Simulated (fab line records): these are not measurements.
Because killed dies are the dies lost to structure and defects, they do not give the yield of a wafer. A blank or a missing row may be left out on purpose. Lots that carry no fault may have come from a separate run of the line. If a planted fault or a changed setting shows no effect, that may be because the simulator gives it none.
The tool behind it: which one? -- flow berkeley-cmos170 -- 7 lots with 21 wafers sampled at 2 steps, on a route of 331 steps

== WHAT THE GAUGES SHOWED, per wafer ==
UCB170_NVT_TW_MEAS_09.
lot,measured,on,NVT_TW
L724,day 5 15:51,film-metro-03,522 521 519
L726,day 6 06:01,film-metro-03,520 518 522
L729,day 6 14:11,film-metro-03,518 519 517
L733,day 8 01:49,film-metro-03,521 521 522
L740,day 9 06:21,film-metro-01,513 512 516
L744,day 10 05:25,film-metro-01,475 480 477
L746,day 10 05:58,film-metro-01,513 515 517

== EACH LOT AND THE TOOL THAT RAN IT (in order: tool; ch and the chambers of the sampled wafers; start) ==
lot,UCB170_NVT_IMPLANT_07
L724,"implanter-02 ch 0, day 5 15:36"
L726,"implanter-02 ch 0, day 6 05:46"
L729,"implanter-02 ch 0, day 6 13:53"
L733,"implanter-02 ch 0, day 8 01:34"
L740,"implanter-03 ch 0, day 9 06:06"
L744,"implanter-02 ch 0, day 10 05:11"
L746,"implanter-04 ch 0, day 10 05:44"
- UCB170_NVT_IMPLANT_07

== THE ANSWER, worked out from the rows above alone ==
Rule: what is usual is taken from the lots themselves. The widest of any qualifying gaps counts: lots, ordered by their means at a reading, are off when they make up no more than a third of the lots, leave a main group of 4 or more, and stand apart from it by 3 or more times the standard deviation of that group's means. Not used: any main group whose means are identical at the precision the tables above print for the reading. Also off: a lot with no number at a reading for which 4 or more lots have one. Where the step has rows for the other lots, those lots are counted as sound.
Off: at UCB170_NVT_TW_MEAS_09 (NVT_TW), L744. Main group: mean 518, sd 2.9.
A tool fits if, at a process step before that reading, it ran every lot that is off, and no sound lot after the first of them. Gauges at UCB170_NVT_TW_MEAS_09: tried the same way as those tools. One candidate fits, namely implanter-02 at UCB170_NVT_IMPLANT_07. Its last sound lot is L733 (day 8 01:34), its first lot that is off L744 (day 10 05:11): a fault that began between those two fits.

== WHAT WAS PUT IN BY THE SIMULATOR ==
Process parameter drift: implanter-02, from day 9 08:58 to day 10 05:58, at UCB170_NVT_IMPLANT_07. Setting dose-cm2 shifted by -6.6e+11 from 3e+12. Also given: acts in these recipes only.
Lots struck among those shown: L744. The rule given above showed the same thing.
